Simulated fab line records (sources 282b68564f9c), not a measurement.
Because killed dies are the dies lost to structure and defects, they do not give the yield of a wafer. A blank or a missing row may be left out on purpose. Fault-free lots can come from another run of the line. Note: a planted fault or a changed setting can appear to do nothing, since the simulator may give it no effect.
fab line records ; flow rit-cmos
record: lots: 15; wafers: 45; last-day: 6
route steps=202 shown NSD@134 M1@202
lots that met no fault: from a run of the same line without faults
start-h: hours from the record's opening day to when the first of the lot's shown wafers began ; wait-h: hours elapsed since this lot's preceding step ; " the same as in the row above ; L1.1+2: a single row standing in for several wafers ; - no value, or no start was given ; * or withheld: withheld ; < > ~ a bound
route shown NAME@n: names a module that has steps shown in the file, with the first one's number in the route ; usual: the fault-free wafers' mean and standard deviation ; same: alike in all rows ; chamber/n: place in a boat ; sites: per-site readings ; _std_site: standard deviation of those values ; _edge_site: inner sites' mean taken away from outer sites' mean ; radius-mm: how far each site lies from the wafer's centre ; mask NAME#n: copy n ; behind: the last tool/chamber to shape the wafer ; hold: why the lot went on hold/how many hours it stayed there/how the hold came to an end ; device: names the non-switching transistor (n, p or np) ; end of line: tests of these same wafers at the route's end ; where a step has no rows: the recipe by itself ; killed: dies that structure and defects cost at the first sort, which is not the same as the wafer's yield ; map: dies across one wafer; x = killed, . = not, _ = none there
set.NAME: the setting that was run; set.NAME@STEP: the one run at that earlier step ; model.NAME: the simulator's own value behind a step, which no gauge read
steps of the route over a sample of lots; a table a step, a row a wafer
services: when a tool's chamber went out of use (start-h, in hours from the record's first day, below 0 if earlier), for how many hours, and the reason
== steps ==
step: RIT_NSD_EXPOSE_03
recipe: mask-id: M9; na: 0.57; target-cd-nm: 40700; dose-mj: 250
same: na: 0.57
lot.wafer;tool;chamber;start-h;wait-h;mask
L451.2+3+6;iline-stepper-01;0;47.75;0.2;M9#0
L452.3+5+6;iline-stepper-01;0;52.99;0.1;M9#0
L453.2+3+5;iline-stepper-02;0;59.51;0.2;M9#0
L454.2+3+5;iline-stepper-01;0;62.18;0.2;M9#0
L455.1+2+5;iline-stepper-01;0;67.84;0.1;M9#0
L456.1+5+6;iline-stepper-02;0;72.16;0.2;M9#0
L457.2+5+6;iline-stepper-01;0;76.58;0.2;M9#0
L458.4+5+6;iline-stepper-02;0;82.86;0.2;M9#0
L460.1+2+4;iline-stepper-01;0;92.79;0.2;M9#0
L461.1+3+6;iline-stepper-01;0;96.61;0.1;M9#0
L463.1+2+5;iline-stepper-01;0;105.81;0.2;M9#0
L464.2+3+5;iline-stepper-02;0;112.34;0.2;M9#0
L465.1+5+6;iline-stepper-02;0;116.65;0.1;M9#0
L467.3+5+6;iline-stepper-02;0;126.29;0.2;M9#0
L469.2+4+6;iline-stepper-02;0;136.30;0.2;M9#0
step: RIT_NSD_OVL_MEAS_06
usual: NSD_OVL: 0.8/1.4
lot.wafer;tool;chamber;start-h;wait-h;hold;NSD_OVL[nm]
L451.2;overlay-01;-;48.25;-;-;0.5
L451.3;overlay-01;-;48.25;-;-;1.2
L451.6;overlay-01;-;48.25;-;-;0.3
L452.3;overlay-01;-;53.36;-;-;3.0
L452.5;overlay-01;-;53.36;-;-;1.8
L452.6;overlay-01;-;53.36;-;-;3.8
L453.2;overlay-02;-;59.89;-;-;-0.1
L453.3;overlay-02;-;59.89;-;-;-0.2
L453.5;overlay-02;-;59.89;-;-;-0.2
L454.2;overlay-01;-;62.57;-;-;-0.5
L454.3;overlay-01;-;62.57;-;-;-1.8
L454.5;overlay-01;-;62.57;-;-;-1.8
L455.1;overlay-01;-;68.24;-;-;0.3
L455.2;overlay-01;-;68.24;-;-;0.7
L455.5;overlay-01;-;68.24;-;-;-0.2
L456.1;overlay-01;-;72.56;-;-;1.4
L456.5;overlay-01;-;72.56;-;-;1.0
L456.6;overlay-01;-;72.56;-;-;2.7
L457.2;overlay-02;-;76.96;-;await-dispo/0.2h/release;419.3
L457.5;overlay-02;-;76.96;-;await-dispo/0.2h/release;420.8
L457.6;overlay-02;-;76.96;-;await-dispo/0.2h/release;420.4
L457.2;overlay-02;-;77.16;0.2;-;418.9
L457.5;overlay-02;-;77.16;0.2;-;419.8
L457.6;overlay-02;-;77.16;0.2;-;420.4
L458.4;overlay-01;-;83.22;-;-;3.0
L458.5;overlay-01;-;83.22;-;-;4.4
L458.6;overlay-01;-;83.22;-;-;3.4
L460.1;overlay-01;-;93.19;-;await-dispo/0.2h/release;421.4
L460.2;overlay-01;-;93.19;-;await-dispo/0.2h/release;422.6
L460.4;overlay-01;-;93.19;-;await-dispo/0.2h/release;423.1
L460.1;overlay-01;-;93.40;0.2;-;421.2
L460.2;overlay-01;-;93.40;0.2;-;422.4
L460.4;overlay-01;-;93.40;0.2;-;422.7
L461.1;overlay-02;-;97.01;-;await-dispo/0.2h/release;420.4
L461.3;overlay-02;-;97.01;-;await-dispo/0.2h/release;420.7
L461.6;overlay-02;-;97.01;-;await-dispo/0.2h/release;422.5
L461.1;overlay-02;-;97.21;0.2;-;420.0
L461.3;overlay-02;-;97.21;0.2;-;420.4
L461.6;overlay-02;-;97.21;0.2;-;421.8
L463.1;overlay-02;-;106.21;-;await-dispo/0.2h/release;422.2
L463.2;overlay-02;-;106.21;-;await-dispo/0.2h/release;422.5
L463.5;overlay-02;-;106.21;-;await-dispo/0.2h/release;420.7
L463.1;overlay-02;-;106.42;0.2;-;422.5
L463.2;overlay-02;-;106.42;0.2;-;422.8
L463.5;overlay-02;-;106.42;0.2;-;420.1
L464.2;overlay-01;-;112.73;-;-;1.0
L464.3;overlay-01;-;112.73;-;-;0.2
L464.5;overlay-01;-;112.73;-;-;-0.2
L465.1;overlay-02;-;117.08;-;-;2.4
L465.5;overlay-02;-;117.08;-;-;2.1
L465.6;overlay-02;-;117.08;-;-;3.0
L467.3;overlay-02;-;126.66;-;-;-1.4
L467.5;overlay-02;-;126.66;-;-;-1.6
L467.6;overlay-02;-;126.66;-;-;-0.8
L469.2;overlay-02;-;136.89;-;-;-0.7
L469.4;overlay-02;-;136.89;-;-;1.0
L469.6;overlay-02;-;136.89;-;-;-2.0
step: RIT_M1_PROBE_99
usual: defect-limited-yield: 97.4/1.2; killed-at-contacts: 0.1/0.23; killed-at-front-end: 7/3.1; killed-dies: 7/3.1; killed-open: 3.4/2.1; killed-short: 3.5/2; sort_bin_3_pad_short: 0.1/0.24; sort_bin_5_function: 1.5/0.82; sort_bin_6_memory: 1.0/0.69; sort-n-pass: 257/3.1; sort-yield-pct: 97.4/1.2
same: gross-dies: 264; killed_at_M0_to_M3: 0; killed_at_M4_up: 0; killed-at-back-side: 0; killed-at-other: 0
lot.wafer;tool;chamber;start-h;wait-h;defect-limited-yield[%];killed-at-contacts;killed-at-front-end;killed-dies;killed-open;killed-short;sort_bin_3_pad_short[%];sort_bin_5_function[%];sort_bin_6_memory[%];sort-n-pass;sort-yield-pct[%]
L451.2;prober-02;-;58.72;0.1;97.0;0;8;8;6;2;0;2.3;0.8;256;97.0
L451.3;prober-02;-;58.77;0.2;96.6;0;9;9;6;3;0.4;1.5;1.5;255;96.6
L451.6;prober-02;-;58.92;0.2;96.6;0;9;9;4;5;0;1.9;1.5;255;96.6
L452.3;prober-01;-;63.37;0.2;99.6;0;1;1;0;1;0;0.4;0;263;99.6
L452.5;prober-01;-;63.47;0.2;98.1;0;5;5;1;4;0.8;0.8;0.4;259;98.1
L452.6;prober-01;-;63.52;0.2;96.2;0;10;10;7;3;0.4;2.7;0.8;254;96.2
L453.2;prober-02;-;70.10;0.1;95.1;0;13;13;4;9;0;3.4;1.5;251;95.1
L453.3;prober-02;-;70.15;0.2;96.6;0;9;9;5;4;0.8;1.1;1.5;255;96.6
L453.5;prober-02;-;70.25;0.2;97.3;0;7;7;4;3;0.4;1.5;0.8;257;97.3
L454.2;prober-01;-;75.15;0.1;98.9;0;3;3;3;0;0;1.1;0;261;98.9
L454.3;prober-01;-;75.20;0.2;96.6;0;9;9;7;2;0;2.3;1.1;255;96.6
L454.5;prober-01;-;75.30;0.2;98.1;0;5;5;3;2;0;1.5;0.4;259;98.1
L455.1;prober-02;-;78.96;0.1;93.2;0;18;18;5;13;0.8;3.4;2.7;246;93.2
L455.2;prober-02;-;79.01;0.1;98.5;0;4;4;2;2;0;0;1.5;260;98.5
L455.5;prober-02;-;79.16;0.2;98.1;0;5;5;1;4;0.4;1.1;0.4;259;98.1
L456.1;prober-01;-;82.81;0.1;97.3;0;7;7;4;3;0.8;0.8;1.1;257;97.3
L456.5;prober-01;-;83.01;0.2;97.7;0;6;6;1;5;0;0.8;1.5;258;97.7
L456.6;prober-01;-;83.06;0.2;97.3;0;7;7;3;4;0.8;0.8;1.1;257;97.3
L458.4;prober-01;-;93.48;0.2;97.3;0;7;7;5;2;0;1.5;1.1;257;97.3
L458.5;prober-01;-;93.53;0.2;98.5;0;4;4;2;2;0;1.1;0.4;260;98.5
L458.6;prober-01;-;93.58;0.2;98.1;0;5;5;3;2;0;1.5;0.4;259;98.1
L464.2;prober-02;-;123.63;0.1;99.2;0;2;2;2;0;0;0.8;0;262;99.2
L464.3;prober-02;-;123.68;0.2;97.0;0;8;8;3;5;0.4;2.3;0.4;256;97.0
L464.5;prober-02;-;123.78;0.2;97.3;0;7;7;3;4;0.4;1.1;1.1;257;97.3
L465.1;prober-01;-;127.00;0.1;97.3;0;7;7;2;5;0.4;1.5;0.8;257;97.3
L465.5;prober-01;-;127.20;0.2;98.1;0;5;5;4;1;0;1.1;0.8;259;98.1
L465.6;prober-01;-;127.25;0.2;96.6;0;9;9;7;2;0;1.1;2.3;255;96.6
L467.3;prober-01;-;136.52;0.2;96.6;0;9;9;4;5;0;2.7;0.8;255;96.6
L467.5;prober-01;-;136.62;0.2;96.2;1;9;10;3;7;0;3.0;0.8;254;96.2
L467.6;prober-01;-;136.67;0.2;92.0;0;21;21;12;9;0.4;4.2;3.4;243;92.0
L469.2;prober-01;-;147.08;0.1;96.2;0;10;10;6;4;0;1.5;2.3;254;96.2
L469.4;prober-01;-;147.18;0.2;98.1;0;5;5;3;2;0;0.8;1.1;259;98.1
L469.6;prober-01;-;147.28;0.2;98.5;0;4;4;2;2;0;1.1;0.4;260;98.5
killed by level:class
L451.2 GATE:geometric-particle:open=5 ACTIVE:geometric-particle:open=1 FOX1:geometric-particle:short=1 GATE:geometric-particle:short=1
L451.3 GATE:geometric-particle:short=2 SILICIDE:geometric-particle:open=2 FOX1:geometric-particle:open=1 FOX1:geometric-particle:short=1 GATE:geometric-particle:open=1 REOX:geometric-particle:open=1 SPACER:geometric-particle:open=1
L451.6 GATE:geometric-particle:open=3 GATE:geometric-particle:short=2 FOX2:geometric-particle:open=1 FOX2:geometric-particle:short=1 SPACER:geometric-particle:short=1 SILICIDE:geometric-particle:short=1
L452.3 GATE:geometric-particle:short=1
L452.5 FOX2:geometric-particle:short=2 FOX2:geometric-particle:open=1 REOX:geometric-particle:short=1 SPACER:geometric-particle:short=1
L452.6 GATE:geometric-particle:open=5 GATE:geometric-particle:short=2 SPACER:geometric-particle:open=2 SPACER:geometric-particle:short=1
L453.2 GATE:geometric-particle:short=5 FOX1:geometric-particle:short=4 FOX1:geometric-particle:open=1 GATE:geometric-particle:open=1 SPACER:geometric-particle:open=1 SILICIDE:geometric-particle:open=1
L453.3 SILICIDE:geometric-particle:open=2 FOX1:geometric-particle:open=1 FOX2:geometric-particle:short=1 GATE:geometric-particle:short=1 GATE:geometric-particle:open=1 SPACER:geometric-particle:open=1 SPACER:geometric-particle:short=1 SILICIDE:geometric-particle:short=1
L453.5 FOX1:geometric-particle:open=2 FOX1:geometric-particle:short=1 FOX2:geometric-particle:short=1 GATE:geometric-particle:open=1 GATE:geometric-particle:short=1 SILICIDE:geometric-particle:open=1
L454.2 GATE:geometric-particle:open=2 REOX:geometric-particle:open=1
L454.3 FOX1:geometric-particle:open=2 GATE:geometric-particle:open=2 REOX:geometric-particle:open=2 FOX1:geometric-particle:short=1 SPACER:geometric-particle:open=1 SPACER:geometric-particle:short=1
L454.5 SILICIDE:geometric-particle:open=2 GATE:geometric-particle:short=1 REOX:geometric-particle:open=1 STARTING-WAFER:geometric-particle:short=1
L455.1 SPACER:geometric-particle:short=7 GATE:geometric-particle:short=4 SPACER:geometric-particle:open=4 REOX:geometric-particle:short=2 REOX:geometric-particle:open=1
L455.2 REOX:geometric-particle:open=1 REOX:geometric-particle:short=1 SPACER:geometric-particle:open=1 SILICIDE:geometric-particle:short=1
L455.5 FOX1:geometric-particle:short=1 GATE:geometric-particle:short=1 REOX:geometric-particle:open=1 REOX:geometric-particle:short=1 SPACER:geometric-particle:short=1
L456.1 SILICIDE:geometric-particle:open=3 FOX1:geometric-particle:open=1 FOX2:geometric-particle:short=1 GATE:geometric-particle:short=1 SILICIDE:geometric-particle:short=1
L456.5 GATE:geometric-particle:short=3 FOX1:geometric-particle:short=2 GATE:geometric-particle:open=1
L456.6 SPACER:geometric-particle:short=3 SPACER:geometric-particle:open=2 GATE:geometric-particle:short=1 GATE:geometric-particle:open=1
L458.4 SPACER:geometric-particle:open=4 GATE:geometric-particle:short=1 REOX:geometric-particle:open=1 SPACER:geometric-particle:short=1
L458.5 FOX1:geometric-particle:short=1 GATE:geometric-particle:open=1 REOX:geometric-particle:short=1 SPACER:geometric-particle:open=1
L458.6 GATE:geometric-particle:open=2 FOX2:geometric-particle:open=1 GATE:geometric-particle:short=1 SPACER:geometric-particle:short=1
L464.2 REOX:geometric-particle:open=1 SILICIDE:geometric-particle:open=1
L464.3 GATE:geometric-particle:open=2 GATE:geometric-particle:short=2 FOX2:geometric-particle:short=1 REOX:geometric-particle:open=1 REOX:geometric-particle:short=1 SPACER:geometric-particle:short=1
L464.5 GATE:geometric-particle:short=4 GATE:geometric-particle:open=3
L465.1 GATE:geometric-particle:short=4 FOX1:geometric-particle:short=1 GATE:geometric-particle:open=1 SILICIDE:geometric-particle:open=1
L465.5 GATE:geometric-particle:open=3 SPACER:geometric-particle:open=1 SPACER:geometric-particle:short=1
L465.6 GATE:geometric-particle:open=4 FOX1:geometric-particle:open=3 FOX2:geometric-particle:short=1 GATE:geometric-particle:short=1
L467.3 FOX2:geometric-particle:open=2 GATE:geometric-particle:short=2 REOX:geometric-particle:short=2 SPACER:geometric-particle:open=2 SILICIDE:geometric-particle:short=1
L467.5 FOX1:geometric-particle:short=4 GATE:geometric-particle:open=2 FOX2:geometric-particle:short=1 GATE:geometric-particle:short=1 SILICIDE:geometric-particle:open=1 CONTACT:geometric-particle:short=1
L467.6 SILICIDE:geometric-particle:short=5 GATE:geometric-particle:short=3 REOX:geometric-particle:open=3 SILICIDE:geometric-particle:open=3 FOX2:geometric-particle:open=2 GATE:geometric-particle:open=2 FOX1:geometric-particle:open=1 FOX1:geometric-particle:short=1
L469.2 FOX1:geometric-particle:short=2 REOX:geometric-particle:open=2 SILICIDE:geometric-particle:open=2 FOX1:geometric-particle:open=1 FOX2:geometric-particle:short=1 GATE:geometric-particle:open=1 REOX:geometric-particle:short=1
L469.4 GATE:geometric-particle:open=2 FOX1:geometric-particle:short=1 GATE:geometric-particle:short=1 SPACER:geometric-particle:open=1
L469.6 GATE:geometric-particle:short=2 GATE:geometric-particle:open=1 SPACER:geometric-particle:open=1
== services ==
tool;chamber;start-h;hours;kind
iline-stepper-02;-;47.05;1.7;pm
iline-stepper-01;-;122.91;1.7;pm
== key ==
first-sign: step: RIT_NSD_OVL_MEAS_06; reading: visit; direction: added
effect: step: RIT_NSD_OVL_MEAS_06; reading: NSD_OVL; direction: up; sigmas: 99+; usual: 0.8; struck: 421.4
met-at RIT_NSD_EXPOSE_03
struck-lots L457,L460,L461,L463
scrapped-behind RIT_NSD_OVL_MEAS_06 L457.2,L457.5,L457.6,L460.1,L460.2,L460.4,L461.1,L461.3,L461.6,L463.1,L463.2,L463.5
onset-between 67.84 76.58
fault: kind: scanner-matching-overlay; tool: iline-stepper-01; chamber: -; onset-h: 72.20; steps: RIT_NSD_EXPOSE_03; offset: 420
